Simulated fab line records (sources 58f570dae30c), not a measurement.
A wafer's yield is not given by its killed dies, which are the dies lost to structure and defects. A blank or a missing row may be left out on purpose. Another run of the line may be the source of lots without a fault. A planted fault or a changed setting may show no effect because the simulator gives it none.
Which tool did it? + flow berkeleyCmos170 + Sampling: 14 lots, 42 wafers, 3 of 331 route steps

WHAT EACH GAUGE READ, for each wafer
UCB170_V1_THK_MEAS_01.
| lot  | measured     | on           | V1_TEOS_THK (nm) |
|------|--------------|--------------|------------------|
| L823 | day 7 06:26  | filmMetro-03 | 1991 1999 2000   |
| L824 | day 7 06:35  | filmMetro-03 | 1989 1998 1988   |
| L825 | day 7 16:17  | filmMetro-04 | 2008 1985 1996   |
| L828 | day 8 00:05  | filmMetro-01 | 1935 1951 1980   |
| L826 | day 8 03:32  | filmMetro-01 | 1961 1973 2007   |
| L837 | day 10 07:06 | filmMetro-03 | 1979 1999 1999   |
| L836 | day 10 07:07 | filmMetro-04 | 2000 2064 2029   |
| L840 | day 11 06:53 | filmMetro-04 | 2012 2011 2039   |
| L841 | day 11 06:54 | filmMetro-01 | 2000 2034 2023   |
| L842 | day 11 13:43 | filmMetro-03 | 2020 2041 2056   |
| L843 | day 12 02:17 | filmMetro-03 | 2002 1994 2016   |
| L844 | day 12 02:22 | filmMetro-04 | 1992 2024 2023   |
| L845 | day 12 11:35 | filmMetro-01 | 1987 1963 2024   |
| L846 | day 13 01:54 | filmMetro-03 | 2036 2028 2046   |

UCB170_V1_BOW_MEAS_03.
| lot  | measured     | on           | V1_BOW (um) |
|------|--------------|--------------|-------------|
| L823 | day 7 06:47  | filmMetro-03 | 17 13 15    |
| L824 | day 7 07:05  | filmMetro-03 | 28 15 16    |
| L825 | day 7 16:38  | filmMetro-03 | 18 28 8     |
| L828 | day 8 00:27  | filmMetro-03 | 18 25 23    |
| L826 | day 8 03:53  | filmMetro-03 | 24 26 27    |
| L837 | day 10 07:28 | filmMetro-03 | 11 14 27    |
| L836 | day 10 07:29 | filmMetro-04 | 17 12 31    |
| L840 | day 11 07:16 | filmMetro-01 | 24 34 22    |
| L841 | day 11 07:17 | filmMetro-04 | 25 15 18    |
| L842 | day 11 14:05 | filmMetro-01 | 20 21 14    |
| L843 | day 12 02:40 | filmMetro-01 | 17 7 26     |
| L844 | day 12 02:43 | filmMetro-03 | 24 18 23    |
| L845 | day 12 11:57 | filmMetro-01 | 16 21 8     |
| L846 | day 13 02:17 | filmMetro-03 | 27 24 23    |

UCB170_V1_THK_MEAS_04.
| lot  | measured     | on           | V1_POLISHED_THK (nm) |
|------|--------------|--------------|----------------------|
| L823 | day 7 06:55  | filmMetro-03 | 999.9 999.3 1001.0   |
| L824 | day 7 07:13  | filmMetro-03 | 1000.7 1000.7 998.4  |
| L825 | day 7 16:46  | filmMetro-03 | 1000.9 1000.2 1000.5 |
| L828 | day 8 00:34  | filmMetro-03 | 1000.6 1000.7 999.1  |
| L826 | day 8 04:01  | filmMetro-03 | 999.3 999.3 1001.4   |
| L837 | day 10 07:35 | filmMetro-03 | 999.5 1001.4 1000.1  |
| L836 | day 10 07:35 | filmMetro-04 | 1000.6 998.4 998.0   |
| L840 | day 11 07:22 | filmMetro-01 | 998.9 998.5 999.7    |
| L841 | day 11 07:23 | filmMetro-04 | 1001.0 998.0 999.8   |
| L842 | day 11 14:12 | filmMetro-01 | 998.7 997.7 999.1    |
| L843 | day 12 02:46 | filmMetro-01 | 998.6 998.1 999.1    |
| L844 | day 12 02:50 | filmMetro-03 | 997.4 999.2 999.7    |
| L845 | day 12 12:04 | filmMetro-01 | 1000.4 997.1 998.2   |
| L846 | day 13 02:23 | filmMetro-03 | 999.0 1000.9 999.1   |

EACH LOT AND THE TOOL THAT RAN IT (in order: tool; ch and the chambers of the sampled wafers; start)
The record holds no process step before these readings.

AS READ BY THE TOOLS THEMSELVES (means over the sampled wafers that have a number; for cases with no such wafer, the mark the record gives instead)
The record holds no such reading with a usual standard deviation.

THE ANSWER, worked out from the rows above alone
Rule: usual is defined by the lots themselves. Put in order of their means at a reading, lots are off if they are a third of the lots or fewer, leave a main group of 4 or more, and stand apart from it by a gap of 3 or more times the standard deviation of the main group's means; of several such gaps the widest counts. If all means in a main group match to the digits the tables above print for the reading, that group is not used. A lot without any number at a reading at which 4 lots or more have one is off too. Where the step has rows for the other lots, those lots are counted as sound. Order of review: gauges by route order, followed by the tools' own readings, for which a lot's mean as printed above is used. The first step at which some lot is off is used, and at that step the reading that is off furthest; a lot without a number counts as furthest.
Across all readings shown, no lot is off: no conclusion can be drawn from this.

WHAT WAS PUT IN BY THE SIMULATOR
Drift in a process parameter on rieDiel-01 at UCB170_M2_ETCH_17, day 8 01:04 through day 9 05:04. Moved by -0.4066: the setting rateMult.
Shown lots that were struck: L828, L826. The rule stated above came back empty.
